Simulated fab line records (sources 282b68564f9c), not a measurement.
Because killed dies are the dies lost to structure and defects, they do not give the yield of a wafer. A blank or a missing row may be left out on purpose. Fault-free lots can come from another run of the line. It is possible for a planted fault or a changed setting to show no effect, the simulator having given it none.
Struck lot and sound lot, side by side || flow rit-cmos || 14 steps out of a route of 202
Sound: wafers L783.1, L783.3, L783.5. Wafers L794.2, L794.3, L794.4 were the ones struck. The cause is named last.
At each step with rows: each side's tool, then ch and its chambers, then its first start. Under that, the readings that differ: sound wafers || struck wafers || difference of the means || sigmas: that difference in standard deviations of wafers without a fault.
alike: readings with means less than 2 such deviations apart, plus words and numbers identical on both sides. not compared: withheld readings, readings lacking a value on some wafer, bounds such as >300 that could conceal the same value, and numbers that have no deviation in the record and whose values overlap.
Wherever a step has rows on one side only, a row that says differs or no value, or a row with sigmas, the two part there. Numbers that have no deviation but don't overlap get no sigmas and don't part them. Lack of a reading on every wafer of one side parts them only where that side has two or more wafers.

first, 4 steps without rows for these wafers: RIT_NWELL_SOFTBAKE_02 (time 60 s); RIT_NWELL_EXPOSE_03 (exposes mask M2, target cd 43900 nm); RIT_NWELL_PEB_04; RIT_NWELL_DEVELOP_05 (develop time 68 s).
RIT_NWELL_OVL_MEAS_06:
  struck on overlay-01, day 5 11:12; sound on overlay-02, day 3 02:19
  alike: NWELL_OVL
then, 2 steps without rows for these wafers: RIT_NWELL_HARDBAKE_07 (time 120 s); RIT_NWELL_IMPLANT_08.
RIT_NWELL_STRIP_09: strips in O2, time 180 s.
  sound on plasma-asher-04 ch 0,1, day 3 02:45; struck on plasma-asher-02 ch 0,1, day 5 11:38
  alike: drypump-motor-current-A
  not compared: rf-hours-counter-h
RIT_NWELL_TW_MEAS_10:
  struck on film-metro-04, day 5 11:49; sound on film-metro-02, day 3 02:56
  alike: NWELL_TW
then, 3 steps without rows for these wafers: RIT_PWELL_HMDS_00 (prime time 60 s); RIT_PWELL_COAT_01 (resist thk 1300 nm); RIT_PWELL_SOFTBAKE_02 (time 60 s).
RIT_PWELL_EXPOSE_03: exposes mask M3, target cd 43700 nm.
  struck on iline-stepper-02, day 5 12:20; sound on iline-stepper-01 ch 0, day 3 03:31
  no value came back on the struck wafers for exposure-dose-mJ-cm2, focus-offset-nm (nm); on the sound wafers exposure-dose-mJ-cm2 reads 250.40 250.07 250.47
  alike: mask
then, 1 step without rows for these wafers: RIT_PWELL_PEB_04.

## WHERE THEY PART
Within this record, at RIT_PWELL_EXPOSE_03 only.

WHY: what had been put in by the simulator
Skipped step whole: iline-stepper-02, from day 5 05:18 on, at RIT_PWELL_EXPOSE_03. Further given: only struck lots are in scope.
